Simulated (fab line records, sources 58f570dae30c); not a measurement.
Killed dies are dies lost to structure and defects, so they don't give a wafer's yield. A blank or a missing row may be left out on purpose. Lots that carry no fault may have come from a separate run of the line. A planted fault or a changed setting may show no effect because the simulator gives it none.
Matching of chambers || flow berkeley-cmos170 || UCB170_GATE_ETCH_15 on rie-si-02: 4 sister chambers
The step etches poly-Si in HBr/Cl2, stops on SiO2, time 56.3 s, target depth 278.2 nm. 4 wafers are shown with their chamber, then 8 later ones without.

WAFERS, EACH WITH ITS CHAMBER
{"wafer": "L608.1", "chamber": 0, "throttle-valve-pct (%)": 26.05}
{"wafer": "L612.1", "chamber": 3, "throttle-valve-pct (%)": 26.27}
{"wafer": "L612.3", "chamber": 1, "throttle-valve-pct (%)": 25.95}
{"wafer": "L610.1", "chamber": 2, "throttle-valve-pct (%)": 26.33}

WAFERS WITH NO CHAMBER GIVEN
{"wafer": "L610.3", "throttle-valve-pct (%)": 25.94}
{"wafer": "L610.4", "throttle-valve-pct (%)": 26.04}
{"wafer": "L614.2", "throttle-valve-pct (%)": 26.33}
{"wafer": "L614.3", "throttle-valve-pct (%)": 26.03}
{"wafer": "L614.6", "throttle-valve-pct (%)": 26.28}
{"wafer": "L619.2", "throttle-valve-pct (%)": 26.33}
{"wafer": "L619.3", "throttle-valve-pct (%)": 26.28}
{"wafer": "L619.4", "throttle-valve-pct (%)": 26.03}

EACH ONE'S CHAMBER
{"wafer": "L610.3", "from the rows above": 1, "in truth": 1}
{"wafer": "L610.4", "from the rows above": 0, "in truth": 0}
{"wafer": "L614.2", "from the rows above": 2, "in truth": 2}
{"wafer": "L614.3", "from the rows above": 0, "in truth": 0}
{"wafer": "L614.6", "from the rows above": 3, "in truth": 3}
{"wafer": "L619.2", "from the rows above": 2, "in truth": 2}
{"wafer": "L619.3", "from the rows above": 3, "in truth": 3}
{"wafer": "L619.4", "from the rows above": 0, "in truth": 0}
8 of 8 placed correctly. Left unplaced by these rows: 0. Placed wrongly: 0.
How it was worked out, from the rows above alone: a wafer's distance from a chamber is the root of the sum, over the readings, of the square of ((its reading less the chamber's mean) divided by the reading's scatter). If the next closest chamber is less than 2 further off than the closest, the wafer can't be placed; otherwise it belongs to the closest. For every chamber, the mean is computed from those of its wafers that are shown. The scatter: root of mean squared gap, hidden wafer to nearest shown wafer, with one shown wafer a chamber.
